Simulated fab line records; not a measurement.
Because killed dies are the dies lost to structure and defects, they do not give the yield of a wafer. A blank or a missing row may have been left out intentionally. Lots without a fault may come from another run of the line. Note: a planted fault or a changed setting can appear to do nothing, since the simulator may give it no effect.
Which tool is to blame? ; flow berkeley_cmos170 ; 21 wafers from 7 lots sampled at 3 of the route's 331 steps

WHAT EACH GAUGE READ, for each wafer
UCB170_M3_RS_MEAS_02: a four-point-probe measurement.
lot;measured;on;M3_AL_RS (ohm/sq)
L256;day 8 08:45;film_metro-02;0.0321 0.0323 0.0322
L259;day 8 19:56;film_metro-02;0.0162 0.0161 0.0161
L271;day 11 14:32;film_metro-03;0.0332 0.0323 0.0325
L272;day 11 15:18;film_metro-04;0.0319 0.0318 0.0322
L274;day 11 23:22;film_metro-04;0.0323 0.0326 0.0327
L276;day 12 06:28;film_metro-04;0.0322 0.0319 0.0318
L278;day 12 15:28;film_metro-04;0.0318 0.0329 0.0319

EACH LOT AND THE TOOL THAT RAN IT (in order: tool; ch and the chambers of the sampled wafers; start)
lot;UCB170_V2_ETCH_14;UCB170_M3_SPUTTER_01
L256;rie_diel-01 ch 1,2,3, day 8 08:12;pvd_sputter-04, day 8 08:40
L259;rie_diel-04 ch 1,2,3, day 8 19:07;pvd_sputter-04, day 8 19:37
L271;rie_diel-02 ch 0,2,3, day 11 13:57;pvd_sputter-02, day 11 14:25
L272;rie_diel-02 ch 0,2, day 11 14:43;pvd_sputter-04, day 11 15:11
L274;rie_diel-01 ch 1,2, day 11 22:49;pvd_sputter-03, day 11 23:17
L276;rie_diel-02 ch 0,1,3, day 12 05:50;pvd_sputter-03, day 12 06:23
L278;rie_diel-01 ch 0,1,2, day 12 14:52;pvd_sputter-03, day 12 15:20
- UCB170_V2_ETCH_14: etches SiO2 in CHF3/CF4/Ar, stops on Al, target depth 1250 nm, time 291 s.
- UCB170_M3_SPUTTER_01: material Al, target thk 900 nm, time 120 s.

THE ANSWER, worked out from the rows above alone
Rule: usual is defined by the lots themselves. The widest of any qualifying gaps counts: lots, ordered by their means at a reading, are off when they make up no more than a third of the lots, leave a main group of 4 or more, and stand apart from it by 3 or more times the standard deviation of that group's means. The tables above print the reading to a certain number of digits; a main group whose means all agree to those digits is not used. A lot without any number at a reading at which 4 lots or more have one is off too. All remaining lots with rows at the step are treated as sound.
Off: L259, at UCB170_M3_RS_MEAS_02 (M3_AL_RS). The main group: mean 0.0323 ohm/sq, standard deviation 0.00026.
A tool fits if, at a process step before that reading, it ran every lot that is off, and no sound lot after the first of them. Gauges at UCB170_M3_RS_MEAS_02: tried the same way as those tools. Undecided on this evidence; 2 tools fit (rie_diel-04 at UCB170_V2_ETCH_14, film_metro-02 at UCB170_M3_RS_MEAS_02).

WHAT HAD BEEN PUT IN BY THE SIMULATOR
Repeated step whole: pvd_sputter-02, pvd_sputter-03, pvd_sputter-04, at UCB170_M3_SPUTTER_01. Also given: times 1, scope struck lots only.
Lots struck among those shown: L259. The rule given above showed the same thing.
